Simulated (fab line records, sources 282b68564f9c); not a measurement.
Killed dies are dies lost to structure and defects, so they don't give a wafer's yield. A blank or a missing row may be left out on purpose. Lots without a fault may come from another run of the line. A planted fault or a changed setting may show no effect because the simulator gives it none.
Which tool did it? | flow rit_cmos | 14 lots, 42 wafers sampled, at 6 steps of a route of 202

WHAT THE GAUGES READ, wafer by wafer
RIT_NRETRO_OVL_MEAS_06.
lot  | measured    | on         | NRETRO_OVL (nm)
L503 | day 2 09:45 | overlay-02 | -1.0 1.1 1.8
L504 | day 2 16:20 | overlay-01 | 1.3 2.9 -0.7
L505 | day 2 18:56 | overlay-02 | -2.5 -1.4 -1.2
L506 | day 2 22:25 | overlay-01 | 0.5 -3.3 0.9
L507 | day 3 06:37 | overlay-01 | -0.1 0.1 1.4
L508 | day 3 11:39 | overlay-02 | 1.6 -0.8 0.8
L510 | day 4 02:11 | overlay-02 | -4.7 -1.7 0.0
L512 | day 4 09:54 | overlay-02 | 0.7 1.5 3.0
L513 | day 4 13:25 | overlay-02 | -0.7 0.3 0.9
L514 | day 4 17:51 | overlay-02 | 0.5 2.0 0.8
L515 | day 4 19:12 | overlay-02 | -2.6 1.2 0.7
L522 | day 6 09:26 | overlay-02 | 1.6 -0.6 1.1
L523 | day 6 14:41 | overlay-02 | 0.0 -2.2 -0.6
L524 | day 7 01:08 | overlay-01 | -0.4 -2.1 -1.8

RIT_REOX_THK_MEAS_04.
lot  | measured    | on            | REOX_OXIDE_THK (nm)
L503 | day 2 23:37 | film_metro-02 | 25.6 25.8 25.6
L504 | day 3 07:35 | film_metro-04 | 25.7 25.7 25.6
L505 | day 3 07:36 | film_metro-02 | 25.1 25.7 25.3
L506 | day 3 17:39 | film_metro-01 | 25.7 25.8 25.9
L507 | day 4 01:25 | film_metro-04 | 25.0 25.0 25.6
L508 | day 4 03:57 | film_metro-02 | 24.8 25.1 25.1
L510 | day 4 18:18 | film_metro-01 | 25.0 25.0 25.1
L512 | day 5 01:25 | film_metro-02 | 25.5 25.6 25.6
L513 | day 5 04:35 | film_metro-04 | 25.8 25.5 25.8
L514 | day 5 10:32 | film_metro-02 | 25.0 24.9 24.6
L515 | day 5 10:33 | film_metro-04 | 25.5 24.9 25.4
L522 | day 7 07:53 | film_metro-02 | 24.5 24.6 24.3
L523 | day 7 07:53 | film_metro-01 | 24.5 24.9 24.7
L524 | day 7 18:48 | film_metro-04 | 25.2 24.6 24.8

RIT_PLDD_TW_MEAS_10.
lot  | measured    | on            | PLDD_TW
L503 | day 3 02:28 | film_metro-02 | 2391 2380 2382
L504 | day 3 10:44 | film_metro-03 | 2373 2389 2388
L505 | day 3 11:05 | film_metro-01 | 2332 2337 2337
L506 | day 3 20:37 | film_metro-02 | 2380 2383 2380
L507 | day 4 04:22 | film_metro-03 | 2401 2396 2399
L508 | day 4 07:01 | film_metro-01 | 2337 2337 2345
L510 | day 4 21:36 | film_metro-02 | 2338 2346 2358
L512 | day 5 04:15 | film_metro-02 | 2351 2346 2352
L513 | day 5 07:25 | film_metro-03 | 2368 2367 2383
L514 | day 5 13:38 | film_metro-02 | 2350 2352 2353
L515 | day 5 13:53 | film_metro-01 | 2339 2332 2324
L522 | day 7 10:56 | film_metro-01 | 2331 2328 2329
L523 | day 7 11:24 | film_metro-01 | 2490 2509 2519
L524 | day 7 21:44 | film_metro-03 | 2546 2556 2549

RIT_SDANNEAL_RS_MEAS_06: measures by four-point-probe.
lot  | measured    | on            | PLDD_RS (ohm/sq)
L503 | day 3 08:40 | film_metro-01 | 179.3 179.7 179.1
L504 | day 3 18:02 | film_metro-01 | 179.0 179.0 178.3
L505 | day 3 17:19 | film_metro-02 | 178.3 178.6 178.3
L506 | day 4 05:19 | film_metro-01 | 179.0 179.1 179.1
L507 | day 4 11:45 | film_metro-03 | 178.4 178.6 178.4
L508 | day 4 14:28 | film_metro-03 | 178.4 178.3 178.1
L510 | day 5 06:16 | film_metro-02 | 179.4 179.3 179.3
L512 | day 5 12:03 | film_metro-03 | 178.0 178.5 177.9
L513 | day 5 14:50 | film_metro-03 | 178.4 177.8 177.8
L514 | day 5 22:52 | film_metro-02 | 178.6 178.7 178.1
L515 | day 5 23:22 | film_metro-01 | 178.6 178.3 178.7
L522 | day 7 18:45 | film_metro-03 | 178.6 178.1 178.3
L523 | day 7 18:58 | film_metro-01 | 163.9 163.8 163.6
L524 | day 8 05:00 | film_metro-01 | 164.9 164.2 163.8

WHICH TOOL RAN EACH LOT (tool, then ch and the chambers of the sampled wafers, then the start)
lot  | RIT_GATE_STRIP_20                   | RIT_PLDD_IMPLANT_08
L503 | plasma_asher-03 ch 0,1, day 2 18:37 | implanter-04 ch 0, day 3 02:09
L504 | plasma_asher-02 ch 0,1, day 3 01:52 | implanter-03 ch 0, day 3 10:25
L505 | plasma_asher-02 ch 0,1, day 3 03:31 | implanter-01 ch 0, day 3 10:47
L506 | plasma_asher-02 ch 0,1, day 3 10:58 | implanter-04 ch 0, day 3 20:19
L507 | plasma_asher-03 ch 0,1, day 3 21:56 | implanter-03 ch 0, day 4 04:04
L508 | plasma_asher-02 ch 0,1, day 3 23:53 | implanter-03 ch 0, day 4 06:41
L510 | plasma_asher-04 ch 0,1, day 4 12:43 | implanter-04 ch 0, day 4 21:16
L512 | plasma_asher-03 ch 0,1, day 4 20:55 | implanter-03 ch 0, day 5 03:56
L513 | plasma_asher-02 ch 0,1, day 5 01:22 | implanter-03 ch 0, day 5 07:07
L514 | plasma_asher-03 ch 1, day 5 03:55   | implanter-04 ch 0, day 5 13:19
L515 | plasma_asher-04 ch 0,1, day 5 06:23 | implanter-03 ch 0, day 5 13:35
L522 | plasma_asher-04 ch 0,1, day 7 02:05 | implanter-01 ch 0, day 7 10:37
L523 | plasma_asher-02 ch 0,1, day 7 04:31 | implanter-03 ch 0, day 7 11:04
L524 | plasma_asher-04 ch 0,1, day 7 14:04 | implanter-03 ch 0, day 7 21:28
- RIT_GATE_STRIP_20: strips in O2, time 180 s.
- RIT_PLDD_IMPLANT_08

WHAT THE TOOLS THEMSELVES READ (means of the sampled wafers that have a number; where no wafer has one, the mark that the record gives instead)
RIT_GATE_STRIP_20.
lot  | tool            | drypump_motor_current_A (A)
L503 | plasma_asher-03 | 5.7
L504 | plasma_asher-02 | 6.1
L505 | plasma_asher-02 | 6.1
L506 | plasma_asher-02 | 6.0
L507 | plasma_asher-03 | 5.9
L508 | plasma_asher-02 | 6.1
L510 | plasma_asher-04 | 5.5
L512 | plasma_asher-03 | 5.9
L513 | plasma_asher-02 | 6.1
L514 | plasma_asher-03 | 5.4
L515 | plasma_asher-04 | 5.8
L522 | plasma_asher-04 | 5.8
L523 | plasma_asher-02 | 6.1
L524 | plasma_asher-04 | 5.8

RIT_PLDD_IMPLANT_08.
lot  | tool         | beam_energy_keV
L503 | implanter-04 | 19.998
L504 | implanter-03 | 19.995
L505 | implanter-01 | 19.998
L506 | implanter-04 | 20.009
L507 | implanter-03 | 20.008
L508 | implanter-03 | 19.995
L510 | implanter-04 | 19.998
L512 | implanter-03 | 20.004
L513 | implanter-03 | 20.003
L514 | implanter-04 | 20.002
L515 | implanter-03 | 20.002
L522 | implanter-01 | 19.996
L523 | implanter-03 | 26.000
L524 | implanter-03 | 25.996

THE ANSWER, worked out from the rows above alone
Rule: what is usual is taken from the lots themselves. Put in order of their means at a reading, lots are off if they are a third of the lots or fewer, leave a main group of 4 or more, and stand apart from it by a gap of 3 or more times the standard deviation of the main group's means; of several such gaps the widest counts. A main group whose means are all the same, to the digits that the tables above print for the reading, isn't used. A lot without any number at a reading at which 4 lots or more have one is off too. The other lots that the step has rows for count as sound. The gauges are gone through in route order, then the tools' own readings, and for those a lot's mean is taken as printed above. The first step at which some lot is off is used, and at that step the reading that is off furthest; a lot without a number counts as furthest.
Off: L523, L524, at RIT_PLDD_TW_MEAS_10 (PLDD_TW). The main group: mean 2359, standard deviation 23.
A tool fits if, at a process step before that reading, it ran every lot that is off, and no sound lot after the first of them. The gauges at RIT_PLDD_TW_MEAS_10 aren't tried: what is off there is off at RIT_PLDD_IMPLANT_08 too, on other tools, and a gauge's error can't cause that. One fits: implanter-03 at RIT_PLDD_IMPLANT_08. Its last sound lot is L515 (day 5 13:35), its first lot that is off L523 (day 7 11:04): a fault that began between those two fits.
The tool's own readings at RIT_PLDD_IMPLANT_08 bear it out: on the lots that are off they differ by more than 5 times the standard deviation of the sound lots' means. beam_energy_keV reads 25.998 there against 20.001 on the sound lots.

WHAT THE SIMULATOR HAD PUT IN
Process parameter drift: implanter-03, from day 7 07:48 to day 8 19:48, at RIT_PLDD_IMPLANT_08. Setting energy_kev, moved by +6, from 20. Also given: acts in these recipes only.
Lots struck among those shown: L523, L524. The rule above found the same.
